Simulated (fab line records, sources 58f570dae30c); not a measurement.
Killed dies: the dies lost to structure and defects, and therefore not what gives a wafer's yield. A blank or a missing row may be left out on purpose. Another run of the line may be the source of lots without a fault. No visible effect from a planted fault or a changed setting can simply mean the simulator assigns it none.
The tool behind it: which one? + flow berkeleyCmos170 + at 1 step of a route of 331, 7 lots with 21 wafers sampled

## WHAT EACH GAUGE READ, for each wafer
UCB170_START_BOW_MEAS_00.
| lot  | measured    | on           | INCOMING_BOW (um) |
|------|-------------|--------------|-------------------|
| L278 | day 1 15:01 | filmMetro-03 | 11 -7 -5          |
| L281 | day 2 06:01 | filmMetro-04 | -4 -7 -2          |
| L283 | day 2 16:01 | filmMetro-03 | 0 -2 2            |
| L288 | day 3 17:00 | filmMetro-02 | 2 3 12            |
| L294 | day 4 23:00 | filmMetro-03 | 7 0 7             |
| L296 | day 5 09:00 | filmMetro-03 | 7 -5 5            |
| L300 | day 6 05:00 | filmMetro-02 | 7 -7 3            |

## WHAT TOOL EACH LOT RAN ON (gives the tool, then ch and the chambers of the sampled wafers, and finally the start)
Before these readings, the record contains no process step.

## THE ANSWER, worked out from the rows above alone
Rule: what is usual is taken from the lots themselves. The widest of any qualifying gaps counts: lots, ordered by their means at a reading, are off when they make up no more than a third of the lots, leave a main group of 4 or more, and stand apart from it by 3 or more times the standard deviation of that group's means. A main group is skipped when, at the precision printed for the reading in the tables above, its means are all equal. A lot without any number at a reading at which 4 lots or more have one is off too. Any other lot the step has rows for is counted as sound.
Across all readings shown, no lot is off: no conclusion can be drawn from this.

## WHAT WAS PUT IN BY THE SIMULATOR
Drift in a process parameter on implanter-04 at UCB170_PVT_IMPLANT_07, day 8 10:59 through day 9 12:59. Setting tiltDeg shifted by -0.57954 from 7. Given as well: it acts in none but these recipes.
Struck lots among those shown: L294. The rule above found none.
